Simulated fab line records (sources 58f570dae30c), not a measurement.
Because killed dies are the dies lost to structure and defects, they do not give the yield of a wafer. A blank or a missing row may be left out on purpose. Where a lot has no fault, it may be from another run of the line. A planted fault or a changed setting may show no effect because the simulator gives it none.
fab line records	flow berkeleyCmos170
record: lots: 14	wafers: 42	lastDay: 14
route steps=331 shown ACTIVE@66 PFIELD@88 GATE@130 NLDD@165
lots that met no fault: taken from a fault-free run of the same line
startH: hours from the record's opening day to when the first of the lot's shown wafers began	waitH: time in hours since the lot's previous step	" as in the row above	L1.1+2: a single row standing in for several wafers	- no value present, or no start provided	* or withheld: withheld	< > ~ a bound
route shown NAME@n: a module of which the file shows steps, and the number in the route of the first	usual: mean and standard deviation over wafers with no fault	same: alike in all rows	chamber/n: place in a boat	sites: readings site by site	_std_site: standard deviation of those values	_edge_site: the outer-site mean with the inner-site mean subtracted	radiusMm: how far each site lies from the wafer's centre	mask NAME#n: copy n	behind: the last tool/chamber to shape the wafer	hold: reason for holding the lot/hours on hold/outcome of the hold	device: which transistor (n, p or np) failed to switch	end of line: tests of these same wafers at the route's end	step lacking rows: just its recipe	killed: count of dies lost to structure and defects at first sort (not the wafer's yield)	map: shows each die of a wafer: x if killed, . if not, _ if none is there
set.NAME: the run value of the setting; set.NAME@STEP: its run value at that earlier step	model.NAME: the simulator's own value behind a step, which no gauge read
a sample of lots followed through the steps of the route, with each step as a table and each wafer as a row
services: when a tool's chamber went out of use (startH, in hours from the record's first day, below 0 if earlier), for how many hours, and the reason
== steps ==
step: UCB170_ACTIVE_THK_MEAS_06
recipe: reads: Si3N4_of_ACTIVE_CVD_05
usual: ACTIVE_NITRIDE_THK: 220.0/1.8
lot.wafer	tool	chamber	startH	waitH	ACTIVE_NITRIDE_THK[nm]
L214.1	filmMetro-03	-	84.56	0.0	219.8
L214.2	"	-	"	"	219.2
L214.3	"	-	"	"	218.5
L215.2	filmMetro-03	-	94.40	0.0	224.7
L215.3	"	-	"	"	224.9
L215.4	"	-	"	"	222.9
L216.1	filmMetro-02	-	106.09	0.0	218.8
L216.2	"	-	"	"	218.7
L216.4	"	-	"	"	219.3
L221.2	filmMetro-01	-	123.77	0.0	220.2
L221.4	"	-	"	"	218.4
L221.5	"	-	"	"	218.4
L224.2	filmMetro-02	-	146.22	0.1	221.4
L224.3	"	-	"	"	220.2
L224.5	"	-	"	"	220.4
L225.1	filmMetro-01	-	157.97	0.0	221.7
L225.2	"	-	"	"	220.1
L225.6	"	-	"	"	220.4
L226.1	filmMetro-01	-	167.06	0.0	218.0
L226.2	"	-	"	"	218.5
L226.5	"	-	"	"	217.8
L229.1	filmMetro-03	-	180.13	0.0	221.8
L229.2	"	-	"	"	222.7
L229.3	"	-	"	"	221.1
L230.1	filmMetro-01	-	180.13	0.0	218.9
L230.5	"	-	"	"	218.9
L230.6	"	-	"	"	220.4
L228.2	filmMetro-02	-	180.14	0.0	220.3
L228.4	"	-	"	"	219.3
L228.5	"	-	"	"	220.2
L231.1	filmMetro-03	-	198.67	0.0	220.1
L231.4	"	-	"	"	219.6
L231.6	"	-	"	"	218.9
L233.1	filmMetro-01	-	210.28	0.0	220.0
L233.4	"	-	"	"	218.6
L233.5	"	-	"	"	220.2
L232.3	filmMetro-02	-	210.30	0.0	217.8
L232.5	"	-	"	"	218.1
L232.6	"	-	"	"	219.7
L235.2	filmMetro-01	-	223.24	0.0	219.7
L235.4	"	-	"	"	219.3
L235.6	"	-	"	"	221.1
step: UCB170_PFIELD_TW_MEAS_09
usual: PFIELD_TW: 599/5
lot.wafer	tool	chamber	startH	waitH	PFIELD_TW
L214.1	filmMetro-04	-	88.94	0.1	605
L214.2	"	-	"	"	607
L214.3	"	-	"	"	606
L215.2	filmMetro-01	-	97.25	0.1	596
L215.3	"	-	"	"	596
L215.4	"	-	"	"	597
L216.1	filmMetro-02	-	109.92	0.1	598
L216.2	"	-	"	"	596
L216.4	"	-	"	"	594
L221.2	filmMetro-02	-	127.31	0.1	596
L221.4	"	-	"	"	595
L221.5	"	-	"	"	595
L224.2	filmMetro-04	-	149.59	0.1	604
L224.3	"	-	"	"	607
L224.5	"	-	"	"	604
L225.1	filmMetro-04	-	160.83	0.1	604
L225.2	"	-	"	"	608
L225.6	"	-	"	"	607
L226.1	filmMetro-02	-	173.16	0.1	600
L226.2	"	-	"	"	597
L226.5	"	-	"	"	601
L230.1	filmMetro-01	-	184.51	0.1	599
L230.5	"	-	"	"	597
L230.6	"	-	"	"	593
L229.1	filmMetro-02	-	184.62	0.1	599
L229.2	"	-	"	"	599
L229.3	"	-	"	"	596
L228.2	filmMetro-01	-	184.75	0.1	594
L228.4	"	-	"	"	595
L228.5	"	-	"	"	595
L231.1	filmMetro-01	-	201.35	0.1	594
L231.4	"	-	"	"	594
L231.6	"	-	"	"	589
L233.1	filmMetro-02	-	212.96	0.1	598
L233.4	"	-	"	"	590
L233.5	"	-	"	"	593
L232.3	filmMetro-02	-	213.15	0.1	592
L232.5	"	-	"	"	591
L232.6	"	-	"	"	593
L235.2	filmMetro-04	-	227.11	0.1	603
L235.4	"	-	"	"	604
L235.6	"	-	"	"	607
step: UCB170_GATE_CVD_04
recipe: material: poly-Si	tempC: 610	precursor: SiH4	timeS: 1440	pressureMtorr: 375	targetThkNm: 214	sih4FlowSccm: 120
usual: pressureMtorr: 375.0/0.86	spikeTcSourceC: 628.9/2.1
lot.wafer	tool	chamber	startH	waitH	pressureMtorr	spikeTcSourceC
L214.1	lpcvd-02	0	152.58	0.0	375.3	632.7
L214.2	"	0	"	"	374.5	630.5
L214.3	"	0	"	"	374.3	632.1
L215.2	lpcvd-01	1	165.27	0.2	374.0	629.1
L215.3	"	1	"	"	374.7	629.0
L215.4	"	1	"	"	374.1	629.2
L216.1	lpcvd-02	0	187.30	0.0	374.9	629.4
L216.2	"	0	"	"	375.3	628.2
L216.4	"	0	"	"	374.5	632.0
L221.2	lpcvd-01	1	206.13	0.0	376.1	630.3
L221.4	"	1	"	"	375.3	627.7
L221.5	"	1	"	"	376.1	629.0
L224.2	lpcvd-01	1	224.15	0.0	375.1	629.7
L224.3	"	1	"	"	375.6	628.7
L224.5	"	1	"	"	376.3	629.2
L225.1	lpcvd-01	1	243.97	0.1	375.7	629.6
L225.2	"	1	"	"	376.3	630.1
L225.6	"	1	"	"	375.6	629.1
L226.1	lpcvd-01	0	243.97	0.1	373.7	626.9
L226.2	"	0	"	"	374.5	625.6
L226.5	"	0	"	"	374.4	623.7
L228.2	lpcvd-02	0	257.86	0.0	376.4	629.6
L228.4	"	0	"	"	375.2	632.3
L228.5	"	0	"	"	376.4	629.8
L229.1	lpcvd-02	1	257.86	0.0	374.1	631.1
L229.2	"	1	"	"	374.8	629.1
L229.3	"	1	"	"	375.7	631.3
L230.1	lpcvd-02	1	257.86	0.0	374.8	629.9
L230.5	"	1	"	"	374.6	629.3
L230.6	"	1	"	"	375.3	630.7
L231.1	lpcvd-02	0	271.40	0.4	376.5	630.6
L231.4	"	0	"	"	376.4	630.8
L231.6	"	0	"	"	375.4	630.1
L232.3	lpcvd-02	0	282.28	1.3	375.6	631.4
L232.5	"	0	"	"	374.9	629.3
L232.6	"	0	"	"	374.2	630.2
L233.1	lpcvd-02	1	282.28	1.3	373.3	629.8
L233.4	"	1	"	"	373.5	629.0
L233.5	"	1	"	"	373.9	630.2
L235.2	lpcvd-02	1	295.68	1.4	374.0	629.7
L235.4	"	1	"	"	374.9	628.7
L235.6	"	1	"	"	375.4	629.7
step: UCB170_GATE_THK_MEAS_05
recipe: reads: poly-Si_of_GATE_CVD_04
usual: GATE_POLY_THK: 214.2/1.9
lot.wafer	tool	chamber	startH	waitH	GATE_POLY_THK[nm]
L214.1	filmMetro-04	-	153.98	0.0	211.6
L214.2	"	-	"	"	211.4
L214.3	"	-	"	"	211.9
L215.2	filmMetro-02	-	166.68	0.0	218.2
L215.3	"	-	"	"	218.5
L215.4	"	-	"	"	218.2
L216.1	filmMetro-03	-	188.75	0.1	217.0
L216.2	"	-	"	"	217.1
L216.4	"	-	"	"	217.0
L221.2	filmMetro-03	-	207.54	0.0	213.3
L221.4	"	-	"	"	213.9
L221.5	"	-	"	"	214.1
L224.2	filmMetro-04	-	225.56	0.0	212.5
L224.3	"	-	"	"	213.3
L224.5	"	-	"	"	212.1
L225.1	filmMetro-04	-	245.37	0.0	146.0
L225.2	"	-	"	"	146.8
L225.6	"	-	"	"	146.1
L226.1	filmMetro-02	-	245.37	0.0	145.0
L226.2	"	-	"	"	143.9
L226.5	"	-	"	"	145.4
L229.1	filmMetro-02	-	259.26	0.0	212.4
L229.2	"	-	"	"	211.6
L229.3	"	-	"	"	210.7
L230.1	filmMetro-03	-	259.26	0.0	213.3
L230.5	"	-	"	"	213.5
L230.6	"	-	"	"	212.2
L228.2	filmMetro-04	-	259.27	0.0	214.6
L228.4	"	-	"	"	213.7
L228.5	"	-	"	"	215.3
L231.1	filmMetro-02	-	272.80	0.0	212.2
L231.4	"	-	"	"	212.9
L231.6	"	-	"	"	211.8
L233.1	filmMetro-04	-	283.68	0.0	213.2
L233.4	"	-	"	"	212.1
L233.5	"	-	"	"	213.8
L232.3	filmMetro-03	-	283.70	0.0	213.3
L232.5	"	-	"	"	215.6
L232.6	"	-	"	"	213.0
L235.2	filmMetro-03	-	297.09	0.0	211.4
L235.4	"	-	"	"	214.1
L235.6	"	-	"	"	212.1
step: UCB170_GATE_ETCH_15
recipe: chemistry: HBr/Cl2	target: poly-Si	stopOn: SiO2	overEtchFrac: 0.3	icpW: 300	biasW: 150	timeS: 56.3	pressureMtorr: 15	HBr_flow_sccm: 150	Cl2_flow_sccm: 50	targetDepthA: 2782
usual: HBr_flow_sccm: 150.1/0.45	drypumpMotorCurrentA: 5.8/0.32	oesProductAu: 0.828/0.01	throttleValvePct: 26.57/0.23
lot.wafer	tool	chamber	startH	waitH	HBr_flow_sccm	drypumpMotorCurrentA	oesProductAu	rfHoursCounterH	throttleValvePct
L214.1	rieSi-01	3	155.47	-	149.9	5.7	0.819	1	26.52
L214.2	"	1	"	"	150.1	5.7	0.819	50	27.02
L214.3	"	2	"	"	149.7	6.3	0.842	118	26.49
L215.2	rieSi-02	2	167.77	-	150.0	5.3	0.839	69	26.67
L215.3	"	1	"	"	150.5	5.4	0.844	14	26.31
L215.4	"	3	"	"	150.8	5.7	0.845	8	26.42
L216.1	rieSi-01	0	190.16	-	150.3	5.7	0.833	31	26.29
L216.2	"	3	"	"	150.2	5.7	0.823	1	26.51
L216.4	"	0	"	"	150.1	5.8	0.835	-	26.30
L221.2	rieSi-01	3	208.63	-	149.6	5.7	0.809	1	26.51
L221.4	"	1	"	"	150.6	5.7	0.851	50	27.03
L221.5	"	2	"	"	150.4	6.3	0.818	-	26.69
L224.2	rieSi-01	1	226.89	-	150.4	5.7	0.831	50	27.01
L224.3	"	3	"	"	150.0	5.7	0.817	1	26.51
L224.5	"	2	"	"	149.7	6.4	0.812	-	26.70
L225.1	rieSi-01	2	246.95	-	150.7	6.3	0.646	0	26.71
L225.2	"	1	"	"	150.4	5.7	0.660	50	27.02
L225.6	"	1	"	"	149.9	5.7	0.653	-	27.03
L226.1	rieSi-02	3	247.22	-	149.7	5.7	0.659	8	26.41
L226.2	"	0	"	"	149.7	6.2	0.635	1	26.53
L226.5	"	1	"	"	150.8	5.5	0.653	-	26.32
L229.1	rieSi-01	1	260.36	-	149.8	5.8	0.832	50	27.02
L229.2	"	2	"	"	150.4	6.3	0.828	0	26.70
L229.3	"	3	"	"	149.7	5.7	0.802	1	26.51
L230.1	rieSi-02	3	260.48	-	150.8	5.7	0.833	9	26.40
L230.5	"	0	"	"	149.6	6.2	0.810	-	26.55
L230.6	"	3	"	"	150.5	5.7	0.835	-	26.40
L228.2	rieSi-01	3	260.72	-	148.8	5.7	0.810	1	26.52
L228.4	"	1	"	"	150.5	5.8	0.833	50	27.02
L228.5	"	1	"	"	150.5	5.8	0.840	-	27.01
L231.1	rieSi-02	2	275.67	-	150.3	5.3	0.829	69	26.67
L231.4	"	0	"	"	150.1	6.2	0.814	1	26.51
L231.6	"	1	"	"	149.7	5.4	0.830	-	26.33
L232.3	rieSi-01	3	285.40	-	150.6	5.7	0.814	1	26.52
L232.5	"	1	"	"	150.9	5.7	0.834	-	27.01
L232.6	"	2	"	"	149.7	6.4	0.824	-	26.70
L233.1	rieSi-02	2	285.58	-	149.6	5.3	0.839	69	26.68
L233.4	"	3	"	"	149.9	5.7	0.835	9	26.42
L233.5	"	0	"	"	149.7	6.2	0.820	-	26.53
L235.2	rieSi-02	1	298.61	-	149.6	5.5	0.822	15	26.32
L235.4	"	0	"	"	150.3	6.2	0.816	1	26.52
L235.6	"	1	"	"	149.6	5.4	0.826	-	26.32
step: UCB170_NLDD_OVL_MEAS_07
usual: NLDD_OVL: 0/5.8
lot.wafer	tool	chamber	startH	waitH	NLDD_OVL[nm]
L214.1	overlay-02	-	159.16	0.1	-8
L214.2	"	-	"	"	-15
L214.3	"	-	"	"	-10
L215.2	overlay-02	-	173.27	0.1	1
L215.3	"	-	"	"	-10
L215.4	"	-	"	"	0
L216.1	overlay-01	-	194.37	0.1	-2
L216.2	"	-	"	"	9
L216.4	"	-	"	"	3
L221.2	overlay-02	-	211.86	0.1	-10
L221.4	"	-	"	"	-4
L221.5	"	-	"	"	-6
L224.2	overlay-02	-	230.45	0.1	-5
L224.3	"	-	"	"	-1
L224.5	"	-	"	"	-7
L225.1	overlay-02	-	253.97	0.1	-5
L225.2	"	-	"	"	1
L225.6	"	-	"	"	0
L226.1	overlay-01	-	254.35	0.1	0
L226.2	"	-	"	"	0
L226.5	"	-	"	"	2
L229.1	overlay-01	-	264.23	0.1	3
L229.2	"	-	"	"	0
L229.3	"	-	"	"	2
L230.1	overlay-02	-	264.95	0.1	6
L230.5	"	-	"	"	9
L230.6	"	-	"	"	0
L228.2	overlay-01	-	265.30	0.1	-2
L228.4	"	-	"	"	9
L228.5	"	-	"	"	-7
L231.1	overlay-02	-	279.73	0.1	-10
L231.4	"	-	"	"	-11
L231.6	"	-	"	"	-6
L232.3	overlay-02	-	289.90	0.1	6
L232.5	"	-	"	"	6
L232.6	"	-	"	"	2
L233.1	overlay-02	-	290.07	0.1	-1
L233.4	"	-	"	"	10
L233.5	"	-	"	"	5
L235.2	overlay-01	-	303.34	0.1	-3
L235.4	"	-	"	"	-6
L235.6	"	-	"	"	0
== services ==
tool	chamber	startH	hours	kind
lpcvd-01	-	135.36	0.7	repair
rieSi-01	2	180.32	-	clean
rieSi-01	2	180.32	14.5	scheduledDown
rieSi-01	2	180.32	14.5	ventCycle
lpcvd-02	-	256.93	0.7	repair
lpcvd-01	-	270.33	0.7	repair
rieSi-02	2	286.01	1.8	repair
== key ==
firstSign: step: UCB170_GATE_THK_MEAS_05	reading: GATE_POLY_THK	direction: down	sigmas: 36	usual: 214.2	struck: 145.5
effect: step: UCB170_GATE_ETCH_15	reading: oesProductAu	direction: down	sigmas: 17	usual: 0.828	struck: 0.651
metAt UCB170_GATE_CVD_04
struckLots L225,L226
testerLeftOut L225,L226
notActingAt UCB170_ACTIVE_THK_MEAS_06,UCB170_PFIELD_TW_MEAS_09,UCB170_NLDD_OVL_MEAS_07
onsetBetween 224.15 243.97
fault: kind: processParameterDrift	tool: lpcvd-01	chamber: -	onsetH: 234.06	steps: UCB170_GATE_CVD_04	channel: targetThkNm	offset: -68.668	shape: step	endH: 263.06	actsIn: theseRecipesOnly	stated: 214
testerLeftOut: of these lots the tester's yield and bins aren't shown, on N5 and GAA mostly nor the transistor test; their killed dies are dies lost to structure and defects alone, not to doping, threshold or leakage, so they don't give the yield
